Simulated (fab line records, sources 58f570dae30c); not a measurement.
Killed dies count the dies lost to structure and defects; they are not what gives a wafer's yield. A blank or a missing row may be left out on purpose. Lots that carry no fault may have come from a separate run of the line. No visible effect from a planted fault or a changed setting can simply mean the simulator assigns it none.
Split-lot trial :: flow berkeley cmos170 :: route with 331 steps; 5 lots, 23 wafers read

ABOUT THE SPLIT
At UCB170_M3_METAL_ETCH_18 (etches Al in Cl2/BCl3, stops on SiO2, target depth 1170 nm, time 195 s), the setting time s was moved away from the recipe's 195 s on 7 of the 23 wafers read, by +5.0% to +13.9%. All remaining wafers had this setting at the recipe value.

SPLIT TO READING: what lies between them in the file, 1 step
- UCB170_M3_STRIP_19: strips in O2

THE READING
Shown in nm: cd nm at UCB170_M3_CD_MEAS_90, with target cd 700 nm. On this fab line, fault-free wafers typically give 702.4 nm with a standard deviation of 2.8 nm.

wafer: L075.3
tool, chamber at the split: rie metal-03, 0
time s as run, s: 195
against the recipe: recipe
cd nm, nm: 703.3
against lot-mates on the recipe: -

wafer: L075.4
tool, chamber at the split: rie metal-03, 1
time s as run, s: 195
against the recipe: recipe
cd nm, nm: 705.0
against lot-mates on the recipe: -

wafer: L075.6
tool, chamber at the split: rie metal-03, 1
time s as run, s: 195
against the recipe: recipe
cd nm, nm: 704.0
against lot-mates on the recipe: -

wafer: L074.1
tool, chamber at the split: rie metal-02, 0
time s as run, s: 195
against the recipe: recipe
cd nm, nm: 701.7
against lot-mates on the recipe: -

wafer: L074.2
tool, chamber at the split: rie metal-02, 1
time s as run, s: 208.3
against the recipe: +6.8%
cd nm, nm: 696.8
against lot-mates on the recipe: -4.3

wafer: L074.3
tool, chamber at the split: rie metal-02, 0
time s as run, s: 195
against the recipe: recipe
cd nm, nm: 702.1
against lot-mates on the recipe: -

wafer: L074.4
tool, chamber at the split: rie metal-02, 1
time s as run, s: 195
against the recipe: recipe
cd nm, nm: 699.5
against lot-mates on the recipe: -

wafer: L074.5
tool, chamber at the split: rie metal-02, 0
time s as run, s: 208.3
against the recipe: +6.8%
cd nm, nm: 696.6
against lot-mates on the recipe: -4.5

wafer: L080.1
tool, chamber at the split: rie metal-04, 1
time s as run, s: 222.1
against the recipe: +13.9%
cd nm, nm: 695.7
against lot-mates on the recipe: -9.1

wafer: L080.3
tool, chamber at the split: rie metal-04, 0
time s as run, s: 195
against the recipe: recipe
cd nm, nm: 704.3
against lot-mates on the recipe: -

wafer: L080.4
tool, chamber at the split: rie metal-04, 1
time s as run, s: 222.1
against the recipe: +13.9%
cd nm, nm: 697.4
against lot-mates on the recipe: -7.4

wafer: L080.5
tool, chamber at the split: rie metal-04, 0
time s as run, s: 195
against the recipe: recipe
cd nm, nm: 705.3
against lot-mates on the recipe: -

wafer: L080.6
tool, chamber at the split: rie metal-04, 1
time s as run, s: 222.1
against the recipe: +13.9%
cd nm, nm: 695.1
against lot-mates on the recipe: -9.7

wafer: L081.1
tool, chamber at the split: rie metal-03, 0
time s as run, s: 195
against the recipe: recipe
cd nm, nm: 706.1
against lot-mates on the recipe: -

wafer: L081.2
tool, chamber at the split: rie metal-03, 1
time s as run, s: 195
against the recipe: recipe
cd nm, nm: 703.6
against lot-mates on the recipe: -

wafer: L081.3
tool, chamber at the split: rie metal-03, 0
time s as run, s: 195
against the recipe: recipe
cd nm, nm: 706.1
against lot-mates on the recipe: -

wafer: L081.4
tool, chamber at the split: rie metal-03, 1
time s as run, s: 195
against the recipe: recipe
cd nm, nm: 703.4
against lot-mates on the recipe: -

wafer: L081.6
tool, chamber at the split: rie metal-03, 0
time s as run, s: 195
against the recipe: recipe
cd nm, nm: 706.1
against lot-mates on the recipe: -

wafer: L083.1
tool, chamber at the split: rie metal-04, 0
time s as run, s: 195
against the recipe: recipe
cd nm, nm: 703.0
against lot-mates on the recipe: -

wafer: L083.2
tool, chamber at the split: rie metal-04, 1
time s as run, s: 195
against the recipe: recipe
cd nm, nm: 706.1
against lot-mates on the recipe: -

wafer: L083.4
tool, chamber at the split: rie metal-04, 1
time s as run, s: 204.7
against the recipe: +5.0%
cd nm, nm: 700.3
against lot-mates on the recipe: -3.8

wafer: L083.5
tool, chamber at the split: rie metal-04, 1
time s as run, s: 204.7
against the recipe: +5.0%
cd nm, nm: 698.9
against lot-mates on the recipe: -5.2

wafer: L083.6
tool, chamber at the split: rie metal-04, 0
time s as run, s: 195
against the recipe: recipe
cd nm, nm: 703.2
against lot-mates on the recipe: -

FIT RESULTS
A straight line over all 23 wafers: cd nm changes by -0.627 nm for each +1% of time s; r = -0.86; the points scatter about the line by 1.9 nm.
The same after taking each lot's own level away (the mean of its wafers on the recipe; 23 wafers): -0.641 nm for each +1%; r = -0.94; scatter 1.1 nm.
The reading moves by 8.9 nm for the largest change in time s, on that fit.
The lots' own levels span 701.10 to 705.06 nm, that is 1.4 times the standard deviation above.
Consequently the slope shifts little with the lot-to-lot level, the two slopes agreeing.
Check: for one of the wafers moved furthest among these (+13.9%), held out of the fit, the line's prediction against its lot-mates is -8.97 nm. Against them it came out at -9.1 nm.

THE OTHER SPLITS THESE WAFERS WENT THROUGH
Before the reading, these wafers also passed through other splits. Each is held against what the fit with the lots' levels taken away leaves over:
other split on the same wafers: UCB170_M1_SPUTTER_00 power w
wafers away from the commonest value: 10
r with cd nm (lot level and that fit taken away): -0.05

other split on the same wafers: UCB170_V1_COAT_07 spin rpm
wafers away from the commonest value: 8
r with cd nm (lot level and that fit taken away): +0.02

other split on the same wafers: UCB170_V1_DEVELOP_11 develop time s
wafers away from the commonest value: 8
r with cd nm (lot level and that fit taken away): -0.31

other split on the same wafers: UCB170_M2_COAT_10 resist thk nm
wafers away from the commonest value: 9
r with cd nm (lot level and that fit taken away): -0.21

other split on the same wafers: UCB170_M3_COAT_10 resist thk nm
wafers away from the commonest value: 8
r with cd nm (lot level and that fit taken away): +0.36

THE WHOLE CHAIN: every reading that the file lists as answering this split, in the file's order
step: UCB170_M3_METAL_ETCH_18
what it does: etches Al in Cl2/BCl3, stops on SiO2, target depth 1170 nm, time 195 s
reading: SiO2_of_V2_CVD_00.thk nm (the simulator's own value, which no gauge read)
change (the file's fit): -0.589 nm for each +1% of the setting
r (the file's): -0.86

step: UCB170_M3_METAL_ETCH_18
what it does: etches Al in Cl2/BCl3, stops on SiO2, target depth 1170 nm, time 195 s
reading: M3.cd nm (the simulator's own value, which no gauge read)
change (the file's fit): -0.643 nm for each +1% of the setting
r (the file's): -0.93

step: UCB170_M3_CD_MEAS_90
what it does: target cd 700 nm
reading: cd nm
change (the file's fit): -0.656 nm for each +1% of the setting
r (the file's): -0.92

THE FILE'S OWN FIT
cd nm changes by -0.656 nm for each +1% of time s, r = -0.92.
